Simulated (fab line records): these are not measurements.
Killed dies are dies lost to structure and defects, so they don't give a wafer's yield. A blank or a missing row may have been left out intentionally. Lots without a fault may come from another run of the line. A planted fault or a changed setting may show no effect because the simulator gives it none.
Code-filled problem report in 8D (eight disciplines) form	flow rit-cmos	the parts of the form that need people (team, actions taken, sign-off) are left out

== 1. PROBLEM STATEMENT ==
Wafers free of any fault read -0.9 nm (standard deviation 1.2) for NWELL_OVL at RIT_NWELL_OVL_MEAS_06, against a mean of -181.3 nm on 9 wafers of 3 lots. That is -99 or more standard deviations from the usual mean.
First seen on wafer L986.3, day 4 13:19, on overlay-01. The record has a number at this step for 45 wafers belonging to 15 lots. Rule for "out" (also "out of limits"): further than 4 standard deviations from the usual mean. The rest of the wafers with a number are treated as sound.

== 2. WHAT IT IS, AND WHAT IT ISN'T ==
question	is	is not
which readings at this step	NWELL_OVL	-
which lots	L986, L988, L992	L973, L974, L975, L977, L978, L980, L981, L982, L983, L985, L993, L995
which wafers of those lots	all that have a number	-
read on which gauges	overlay-01, overlay-02	-
when	from day 4 13:19	up to then (30 sound wafers); but 6 sound wafers of L993, L995 came after

== 3. THE SUSPECTS, EACH WITH WHAT RULES IT OUT ==
Counting: a tool at any process step up to the reading remains a suspect when it ran all the lots that are out and ran no sound lot after the first of those.
- the gauge at RIT_NWELL_OVL_MEAS_06 is ruled out. Those wafers that are out were read across 2 gauges (overlay-01, overlay-02).
- iline-stepper-02 at RIT_NWELL_EXPOSE_03 (exposes mask M2, target cd 43900 nm): kept. Every lot that is out went through it, starting with L986 (day 4 12:55), and after that it ran no sound lot; the last sound lot it ran before then is L983 (day 3 21:47).
The count leaves iline-stepper-02 at RIT_NWELL_EXPOSE_03.

== 4. THE CAUSE (what the simulator had put in) ==
Scanner matching overlay: iline-stepper-02, from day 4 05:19 on, at RIT_NWELL_EXPOSE_03. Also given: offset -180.
This tool alone remained once counting was done.

== 5. THE CHAIN OF EFFECTS, in route order ==
Each row: a reading where the mean over the struck wafers with a number is more than 3 standard deviations away from the usual. Scope: only readings with a usual standard deviation given in the record; hours: median across lots of the time from each lot's start at the first step in this table that gives one to its start at this step; sigmas: change in usual standard deviations.
hours	step	reading	usual	on struck wafers	change	sigmas
0	RIT_NWELL_OVL_MEAS_06	NWELL_OVL	-0.9 nm	-181.3	-180.4	-99 or more

== 6. HOW IT WOULD HAVE BEEN CAUGHT EARLIER ==
In this record the first reading out of limits at a measuring or inspecting step was taken at day 4 13:19, 8 hours after the fault began at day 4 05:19.
Among the 3 lots that are out, L988, L992 began RIT_NWELL_EXPOSE_03 on iline-stepper-02 after day 4 13:19. A hold on the tool at that time would have spared those 2.
